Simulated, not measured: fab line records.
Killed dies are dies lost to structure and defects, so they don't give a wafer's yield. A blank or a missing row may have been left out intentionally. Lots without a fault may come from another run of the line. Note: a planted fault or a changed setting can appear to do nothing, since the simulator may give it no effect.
Problem report, 8D (eight disciplines) form, completed by code / flow rit-cmos / the parts of the form that need people (team, actions taken, sign-off) are left out

1. WHAT WENT WRONG
On 2 wafers of 1 lot, cd-nm at RIT_GATE_CD_MEAS_16 has a mean of 73.1 nm; fault-free wafers read 150.1 nm, standard deviation 2.4. That puts it -32 standard deviations away from the usual mean.
The step: target cd 150 nm.
First seen on wafer L302.3, day 3 20:06, on cd-sem-01. The record holds 38 wafers of 13 lots with a number at this step. By rule, "out" or "out of limits" means more than 4 standard deviations away from the usual mean. All remaining wafers that have a number are taken as sound.

2. WHAT IT IS; WHAT IT IS NOT
question=which readings at this step | is=cd-nm | is not=-
question=which lots | is=L302 | is not=L296, L297, L298, L299, L301, L306, L312, L315, L316, L317, L318, L319
question=which wafers of those lots | is=all that have a number | is not=-
question=read on which gauges | is=cd-sem-01 | is not=cd-sem-02
question=when | is=from day 3 20:06 | is not=up to then (15 sound wafers); but 21 sound wafers of L306, L312, L315, L316, L317, L318, L319 came after

3. SUSPECTS, AND WHAT RULES EACH OUT
Counting: any tool at a process step up to the reading is kept as a suspect provided that every lot that is out went through it and no sound lot did after the first of them.
- ruled out: the gauge at RIT_GATE_CD_MEAS_16. All the wafers that are out were read on cd-sem-01, but those of them that RIT_GATE_EXPOSE_13 has rows for are out there too, on other tools.
- iline-stepper-01 at RIT_GATE_EXPOSE_13 (exposes mask M6, target cd 150 nm): ruled out as a lasting fault. Following L302 (day 3 19:41), the first lot on it that is out, the sound lots L316, L317, L319 were run on it.
Left after counting: nothing in the record.

4. THE CAUSE (what the simulator had put in)
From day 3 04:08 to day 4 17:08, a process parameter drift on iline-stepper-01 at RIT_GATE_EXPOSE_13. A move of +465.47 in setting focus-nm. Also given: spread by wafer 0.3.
Counting ruled it out, wrongly: the rule takes a fault to strike every lot that its tool runs from its start on, and this one did not.

5. SEQUENCE OF EFFECTS, ordered by route
Rows list readings where the struck wafers' mean (over those with a number) sits beyond 3 standard deviations from the usual. Scope: only readings with a usual standard deviation given in the record; hours: median across lots of the time from each lot's start at the first step in this table that gives one to its start at this step; sigmas: change in usual standard deviations.
hours=0; step=RIT_GATE_EXPOSE_13; reading=exposure-dose-mJ-cm2; usual=383.2; on struck wafers=368.3; change=-14.9; sigmas=-36
hours=0; step=RIT_GATE_CD_MEAS_16; reading=cd-nm; usual=150.1 nm; on struck wafers=73.1; change=-77.0; sigmas=-32
hours=22; step=RIT_M1_PROBE_99; reading=killed-at-front-end; usual=7; on struck wafers=182; change=+175; sigmas=+53
hours=22; step=RIT_M1_PROBE_99; reading=killed-dies; usual=7; on struck wafers=182; change=+175; sigmas=+55
hours=22; step=RIT_M1_PROBE_99; reading=killed-on-rim; usual=1.9; on struck wafers=48.3; change=+46.4; sigmas=+31
The process steps in it:
- RIT_GATE_EXPOSE_13: exposes mask M6, target cd 150 nm.
- RIT_M1_PROBE_99

6. HOW IT WOULD HAVE BEEN CAUGHT EARLIER
The first out-of-limits reading at a measuring or inspecting step in this record came at day 3 20:06, 16 hours after the fault's start at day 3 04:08.
The tool's own readings at RIT_GATE_EXPOSE_13 were out on every struck wafer that the step has a row for (exposure-dose-mJ-cm2): an alarm limit on them would have fired on the first of those.
